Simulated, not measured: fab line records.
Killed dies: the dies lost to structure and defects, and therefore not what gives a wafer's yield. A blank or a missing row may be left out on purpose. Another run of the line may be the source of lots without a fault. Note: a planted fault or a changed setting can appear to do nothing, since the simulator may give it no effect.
Which tool did it? + flow rit-cmos + Sampling: 14 lots, 42 wafers, 2 of 202 route steps

WHAT THE GAUGES SHOWED, per wafer
The record lacks any reading of a measuring or inspecting step that a usual standard deviation could be used to judge.

WHICH TOOL RAN EACH LOT (tool, then ch and the chambers of the sampled wafers, then the start)
| lot  | RIT_CONTACT_CLEAN_13           | RIT_M1_PROBE_99        |
|------|--------------------------------|------------------------|
| L983 | wet-bench-03 ch 1, day 3 09:44 | prober-02, day 3 14:28 |
| L985 | wet-bench-02 ch 3, day 3 21:06 | prober-02, day 4 01:41 |
| L986 | wet-bench-04 ch 2, day 3 22:32 | prober-01, day 4 03:11 |
| L987 | wet-bench-04 ch 3, day 4 03:22 | prober-02, day 4 07:52 |
| L988 | wet-bench-04 ch 1, day 4 08:26 | prober-01, day 4 12:55 |
| L989 | wet-bench-04 ch 2, day 4 12:17 | prober-02, day 4 16:43 |
| L990 | wet-bench-03 ch 1, day 4 16:43 | prober-01, day 4 21:14 |
| L998 | wet-bench-04 ch 2, day 6 18:03 | prober-01, day 6 22:44 |
| L101 | wet-bench-04 ch 2, day 7 04:04 | prober-02, day 7 08:46 |
| L102 | wet-bench-03 ch 3, day 7 17:36 | prober-01, day 7 22:11 |
| L103 | wet-bench-03 ch 1, day 7 17:58 | prober-02, day 7 23:38 |
| L104 | wet-bench-04 ch 2, day 7 22:13 | prober-01, day 8 02:41 |
| L105 | wet-bench-03 ch 1, day 8 02:14 | prober-02, day 8 06:45 |
| L106 | wet-bench-02 ch 1, day 8 06:31 | prober-01, day 8 10:56 |
- RIT_CONTACT_CLEAN_13: cleans in SC1, time 600 s.
- RIT_M1_PROBE_99

WHAT THE TOOLS THEMSELVES READ (means of the sampled wafers that have a number; where no wafer has one, the mark that the record gives instead)
RIT_CONTACT_CLEAN_13.
| lot  | tool         | bath-guard-temp-C (C) | bath-heat-duty-pct (%) |
|------|--------------|-----------------------|------------------------|
| L983 | wet-bench-03 | 76.1                  | 14.3                   |
| L985 | wet-bench-02 | 75.0                  | 16.2                   |
| L986 | wet-bench-04 | 75.3                  | 14.5                   |
| L987 | wet-bench-04 | 75.4                  | 14.1                   |
| L988 | wet-bench-04 | 75.2                  | 14.1                   |
| L989 | wet-bench-04 | -                     | -                      |
| L990 | wet-bench-03 | -                     | -                      |
| L998 | wet-bench-04 | 75.2                  | 14.0                   |
| L101 | wet-bench-04 | 75.3                  | 13.9                   |
| L102 | wet-bench-03 | 75.4                  | 17.5                   |
| L103 | wet-bench-03 | 75.9                  | 15.6                   |
| L104 | wet-bench-04 | 75.1                  | 13.6                   |
| L105 | wet-bench-03 | 75.9                  | 15.6                   |
| L106 | wet-bench-02 | 74.6                  | 14.9                   |

RIT_M1_PROBE_99.
| lot  | tool      | killed-at-contacts | killed-at-front-end | killed-dies | killed-open | killed-short |
|------|-----------|--------------------|---------------------|-------------|-------------|--------------|
| L983 | prober-02 | 0.0                | 7.0                 | 7.0         | 4.3         | 2.7          |
| L985 | prober-02 | 0.0                | 5.7                 | 5.7         | 2.0         | 3.7          |
| L986 | prober-01 | 0.0                | 7.0                 | 7.0         | 3.7         | 3.3          |
| L987 | prober-02 | 0.0                | 7.3                 | 7.3         | 5.3         | 2.0          |
| L988 | prober-01 | 0.0                | 9.0                 | 9.0         | 4.3         | 4.7          |
| L989 | prober-02 | 0.3                | 8.7                 | 9.0         | 4.0         | 5.0          |
| L990 | prober-01 | 0.0                | 6.7                 | 6.7         | 3.0         | 3.3          |
| L998 | prober-01 | 0.0                | 5.3                 | 5.3         | 2.7         | 2.7          |
| L101 | prober-02 | 0.0                | 7.7                 | 7.7         | 4.0         | 3.7          |
| L102 | prober-01 | 0.3                | 6.0                 | 6.3         | 2.7         | 3.7          |
| L103 | prober-02 | 0.0                | 4.0                 | 4.0         | 2.3         | 1.7          |
| L104 | prober-01 | 0.0                | 8.3                 | 8.3         | 3.7         | 4.0          |
| L105 | prober-02 | 0.0                | 6.7                 | 6.7         | 3.0         | 3.7          |
| L106 | prober-01 | 0.0                | 3.3                 | 3.3         | 1.7         | 1.7          |

THE ANSWER, worked out from the rows above alone
Rule: usual is defined by the lots themselves. The widest of any qualifying gaps counts: lots, ordered by their means at a reading, are off when they make up no more than a third of the lots, leave a main group of 4 or more, and stand apart from it by 3 or more times the standard deviation of that group's means. A main group whose means are all the same, to the digits that the tables above print for the reading, isn't used. A lot without any number at a reading at which 4 lots or more have one is off too. Any other lot the step has rows for is counted as sound. After the gauges, taken in route order, come the tools' own readings; for these a lot's mean is taken, as printed above. At the first step where some lot is off, the reading lying furthest off is the one used; lots without a number count as furthest.
Off: L989, L990, at RIT_CONTACT_CLEAN_13 (bath-guard-temp-C). Without a number there: L989, L990. Main group: mean 75.4 C, sd 0.4.
If a tool, at that step or one of the process steps before it, ran each lot that is off and ran no sound lot following the first of them, it fits. Of those tried, none fits.

WHAT THE SIMULATOR HAD INSERTED
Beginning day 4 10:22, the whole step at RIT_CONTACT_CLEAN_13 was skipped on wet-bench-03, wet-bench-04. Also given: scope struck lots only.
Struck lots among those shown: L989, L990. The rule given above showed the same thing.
